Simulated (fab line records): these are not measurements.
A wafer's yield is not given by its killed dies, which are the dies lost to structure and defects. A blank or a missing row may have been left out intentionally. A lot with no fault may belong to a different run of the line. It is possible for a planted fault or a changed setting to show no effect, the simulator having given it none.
Struck lot and sound lot, side by side    flow ritCmos    18 out of 202 route steps
Sound: the wafers L488.1, L488.2, L488.3. Wafers struck: L500.1, L500.2, L500.4. At the end, the cause is stated.
At each step with rows: each side's tool, then ch and its chambers, then its first start. Under that, the readings that differ: sound wafers    struck wafers    difference of the means    sigmas: that difference in standard deviations of wafers without a fault.
alike: readings with means less than 2 such deviations apart, plus words and numbers identical on both sides. not compared: withheld readings, readings lacking a value on some wafer, bounds such as >300 that could conceal the same value, and numbers that have no deviation in the record and whose values overlap.
A row with sigmas, a row that says differs or no value, or rows on one side alone: a step with any of these is where the two part. Numbers that have no deviation but don't overlap get no sigmas and don't part them. Lack of a reading on every wafer of one side parts them only where that side has two or more wafers.

first, 4 steps without rows for these wafers: RIT_PSD_SOFTBAKE_02 (time 60 s); RIT_PSD_EXPOSE_03 (exposes mask M10, target cd 40900 nm); RIT_PSD_PEB_04; RIT_PSD_DEVELOP_05 (develop time 50 s).
RIT_PSD_OVL_MEAS_06:
  sound: overlay-02 at day 3 04:35; struck: overlay-02 at day 5 19:23
reading       sound          struck       difference  sigmas
PSD_OVL (nm)  0.0 -2.0 -0.5  1.9 2.4 1.2  +2.7        +2
then, 2 steps without rows for these wafers: RIT_PSD_HARDBAKE_07 (time 60 s); RIT_PSD_IMPLANT_08.
RIT_PSD_STRIP_09: strips in O2, time 180 s.
  sound on plasmaAsher-04 ch 0,1, day 3 04:55; struck on plasmaAsher-03 ch 0,1, day 5 19:44
  alike: drypumpMotorCurrentA
  not compared: rfHoursCounterH
RIT_PSD_TW_MEAS_10:
  sound: filmMetro-04 at day 3 05:05; struck: filmMetro-04 at day 5 19:54
  alike: PSD_TW
then, 3 steps without rows for these wafers: RIT_SDANNEAL_CLEAN_00 (cleans in SC1, time 600 s); RIT_SDANNEAL_CLEAN_01 (cleans in dHF, time 30 s); RIT_SDANNEAL_CLEAN_02 (cleans in SC2, time 600 s).
RIT_SDANNEAL_RTA_03: time 5 s.
  sound on rtpAnneal-02 ch 0, day 3 05:31; struck on rtpAnneal-02 ch 0, day 5 20:22
reading           sound                 struck                difference  sigmas
wafer_temp_C_max  1053.5 1052.7 1052.2  1046.1 1046.9 1045.4  -6.7        -7
  alike: rampDownCPerS
RIT_SDANNEAL_RS_MEAS_04: uses a four-point probe to measure.
  sound: filmMetro-04 at day 3 05:35; struck: filmMetro-02 at day 5 20:25
reading          sound                 struck                difference  sigmas
PSD_RS (ohm/sq)  116.07 115.56 115.65  121.59 121.54 121.35  +5.73       +22
RIT_SDANNEAL_RS_MEAS_05: uses a four-point probe to measure.
  sound: filmMetro-04 at day 3 05:42; struck: filmMetro-02 at day 5 20:32
reading          sound           struck          difference  sigmas
NSD_RS (ohm/sq)  84.2 84.0 84.2  84.9 85.0 84.7  +0.7        +2
RIT_SDANNEAL_RS_MEAS_06: uses a four-point probe to measure.
  sound: filmMetro-04 at day 3 05:49; struck: filmMetro-02 at day 5 20:40
reading           sound              struck             difference  sigmas
PLDD_RS (ohm/sq)  178.6 179.0 178.1  183.6 183.5 183.5  +5.0        +11
RIT_SDANNEAL_RS_MEAS_07: uses a four-point probe to measure.
  sound: filmMetro-04 at day 3 05:56; struck: filmMetro-02 at day 5 20:47
  alike: NLDD_RS
RIT_M1_PROBE_99:
  sound: prober-02 at day 3 12:56; struck: prober-02 at day 6 04:12
reading                            sound              struck             difference  sigmas
model.etest.pmosTurned.rOnOhmUm    3470 3427 3422     3546 3560 3556     +114        
model.etest.pmosTurned.driveUaUm   185.6 187.8 190.4  177.8 180.1 182.6  -7.8        
model.etest.contactPplus.endOhmUm  43.38 44.45 44.49  46.8 45.86 46.52   +2.3        
  alike: killed_at_M0_to_M3, killedAtContacts, killedAtFrontEnd, killedDies, killedOpen, killedShort
  not compared: model.etest.pmos_0p15.driveUaUm, model.etest.contactNplus.endOhmUm, model.etest.retroEdgePmos.offLog10AUm, model.etest.pmos_0p15.offLog10AUm, model.etest.vpnp.gain

## WHERE THEY PART
Earliest at RIT_PSD_OVL_MEAS_06; latest, in this record, at RIT_SDANNEAL_RS_MEAS_06. Later steps at which nothing parts them and some readings are alike: RIT_SDANNEAL_RS_MEAS_07, RIT_M1_PROBE_99.

WHY: what the simulator had put in
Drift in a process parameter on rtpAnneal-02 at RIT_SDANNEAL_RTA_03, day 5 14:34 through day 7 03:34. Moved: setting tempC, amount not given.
